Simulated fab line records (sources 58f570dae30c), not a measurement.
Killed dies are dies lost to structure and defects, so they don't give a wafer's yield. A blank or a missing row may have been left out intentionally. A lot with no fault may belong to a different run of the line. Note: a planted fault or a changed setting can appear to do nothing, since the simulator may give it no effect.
Comparing a struck lot with a sound one    flow berkeleyCmos170    43 out of 331 route steps
Sound: the wafers L348.4, L348.5, L348.6. The struck wafers were L358.3, L358.4, L358.6. At the end, the cause is stated.
For every step that has rows: the tool of each side, followed by ch and its chambers, followed by its first start. Under that, the readings that differ: sound wafers    struck wafers    difference of the means    sigmas: that difference in standard deviations of wafers without a fault.
alike: words and numbers the same on both sides, and readings whose means are apart by under 2 such deviations; not compared: readings that were withheld, readings missing a value for some wafer, numbers with overlapping values and no deviation given by the record, and bounds like >300 which may hide the same value.
The two part at a step that has a row with sigmas, a row that says differs or no value, or rows on one side only. Numbers that don't overlap but have no deviation are shown without sigmas and don't part them. A reading missing from all wafers of one side parts the sides only when that side holds two or more wafers.

UCB170_GATE_ETCH_15: etches poly-Si in HBr/Cl2, stops on SiO2, time 56.3 s, target depth 278.2 nm.
  sound on rieSi-01 ch 0,1,3, day 8 05:46; struck on rieSi-01 ch 0,2, day 10 21:43
  alike: drypumpMotorCurrentA, oesProductAu, throttleValvePct
  not compared: rfHoursCounterH
UCB170_GATE_STRIP_16: strips in O2.
  sound on plasmaAsher-01 ch 0,1, day 8 05:50; struck on plasmaAsher-02 ch 0,1, day 10 21:47
  alike: drypumpMotorCurrentA, o2FlowSccm, oesProductAu
  not compared: rfHoursCounterH
UCB170_GATE_CD_MEAS_90: the cd target is 350 nm.
  sound: cdSem-01 at day 8 05:58; struck: cdSem-02 at day 10 21:56
reading    sound              struck             difference  sigmas
cdNm (nm)  355.1 352.7 355.5  351.0 349.8 349.7  -4.3        -3
then, 7 steps without rows for these wafers: UCB170_GATE_CLEAN_17 (cleans in SPM, time 600 s); UCB170_PLDD_HMDS_00 (prime time 60 s); UCB170_PLDD_COAT_01 (resist thk 900 nm); UCB170_PLDD_SOFTBAKE_02 (time 60 s); UCB170_PLDD_EXPOSE_03 (exposes mask PSELECT, target cd 1200 nm); UCB170_PLDD_PEB_04; UCB170_PLDD_DEVELOP_05 (develop time 45 s).
UCB170_PLDD_CD_MEAS_06: the cd target is 1200 nm.
  sound: cdSem-02 at day 8 09:04; struck: cdSem-02 at day 11 00:21
  alike: cdNm
UCB170_PLDD_OVL_MEAS_07:
  sound: overlay-01 at day 8 09:09; struck: overlay-01 at day 11 00:26
  alike: PLDD_OVL
UCB170_PLDD_IMPLANT_08:
  sound on implanter-03 ch 0, day 8 09:14; struck on implanter-04 ch 0, day 11 00:31
  alike: beamEnergyKeV, beamOnS
after that, 1 step had no rows for these wafers: UCB170_PLDD_IMPLANT_09.
UCB170_PLDD_STRIP_10: strips in O2.
  sound on plasmaAsher-04 ch 0,1, day 8 09:30; struck on plasmaAsher-03 ch 0,1, day 11 00:48
  alike: drypumpMotorCurrentA, o2FlowSccm, oesProductAu, stripTimeToEndpointS
  not compared: rfHoursCounterH
UCB170_PLDD_TW_MEAS_11:
  sound: filmMetro-01 at day 8 09:55; struck: filmMetro-03 at day 11 00:53
reading  sound           struck       difference  sigmas
PLDD_TW  1015 1015 1019  992 996 994  -22         -3
then, 7 steps without rows for these wafers: UCB170_PLDD_CLEAN_12 (cleans in SPM, time 600 s); UCB170_NLDD_HMDS_00 (prime time 60 s); UCB170_NLDD_COAT_01 (resist thk 900 nm); UCB170_NLDD_SOFTBAKE_02 (time 60 s); UCB170_NLDD_EXPOSE_03 (exposes mask NSELECT, target cd 1200 nm); UCB170_NLDD_PEB_04; UCB170_NLDD_DEVELOP_05 (develop time 45 s).
UCB170_NLDD_CD_MEAS_06: the cd target is 1200 nm.
  sound: cdSem-02 at day 8 11:40; struck: cdSem-02 at day 11 04:40
  alike: cdNm
UCB170_NLDD_OVL_MEAS_07:
  sound: overlay-01 at day 8 11:44; struck: overlay-01 at day 11 04:46
  alike: NLDD_OVL
then, 2 steps without rows for these wafers: UCB170_NLDD_IMPLANT_08; UCB170_NLDD_IMPLANT_09.
UCB170_NLDD_STRIP_10: strips in O2.
  sound on plasmaAsher-04 ch 0,1, day 8 12:05; struck on plasmaAsher-01 ch 0,1, day 11 05:07
  alike: drypumpMotorCurrentA, o2FlowSccm, oesProductAu, stripTimeToEndpointS
  not compared: rfHoursCounterH
UCB170_NLDD_TW_MEAS_11:
  sound: filmMetro-03 at day 8 12:11; struck: filmMetro-01 at day 11 05:13
  alike: NLDD_TW
then, 1 step without rows for these wafers: UCB170_NLDD_CLEAN_12 (cleans in SPM, time 600 s).
UCB170_SPACER_CVD_00: deposits SiO2 from TEOS/O2, target thk 376 nm, time 47 s.
  sound on pecvd-01 ch 0,1, day 8 12:25; struck on pecvd-03 ch 0,1, day 11 05:25
  alike: heaterPowerW
UCB170_SPACER_THK_MEAS_01:
  sound: filmMetro-04 at day 8 12:29; struck: filmMetro-03 at day 11 05:29
  alike: SPACER_TEOS_THK
then, 8 steps without rows for these wafers: UCB170_SPACER_ANNEAL_02 (time 1800 s); UCB170_SPACER_ETCHBACK_03 (etches SiO2 in CHF3/CF4/Ar, stops on Si, target depth 376 nm, time 100 s); UCB170_PSD_HMDS_00 (prime time 60 s); UCB170_PSD_COAT_01 (resist thk 900 nm); UCB170_PSD_SOFTBAKE_02 (time 60 s); UCB170_PSD_EXPOSE_03 (exposes mask PSELECT MOD, target cd 1200 nm); UCB170_PSD_PEB_04; UCB170_PSD_DEVELOP_05 (develop time 45 s).
UCB170_PSD_CD_MEAS_06: the cd target is 1200 nm.
  sound: cdSem-02 at day 8 19:14; struck: cdSem-01 at day 11 12:54
  alike: cdNm
UCB170_PSD_OVL_MEAS_07:
  sound: overlay-01 at day 8 19:19; struck: overlay-02 at day 11 12:59
  alike: PSD_OVL
UCB170_M3_PROBE_99:
  the record has rows for the struck wafers here (prober-01, day 12 15:22) and none for the sound ones

== WHERE THEY PART ==
Earliest at UCB170_GATE_CD_MEAS_90; latest, in this record, at UCB170_M3_PROBE_99.

WHY: the cause the simulator had injected
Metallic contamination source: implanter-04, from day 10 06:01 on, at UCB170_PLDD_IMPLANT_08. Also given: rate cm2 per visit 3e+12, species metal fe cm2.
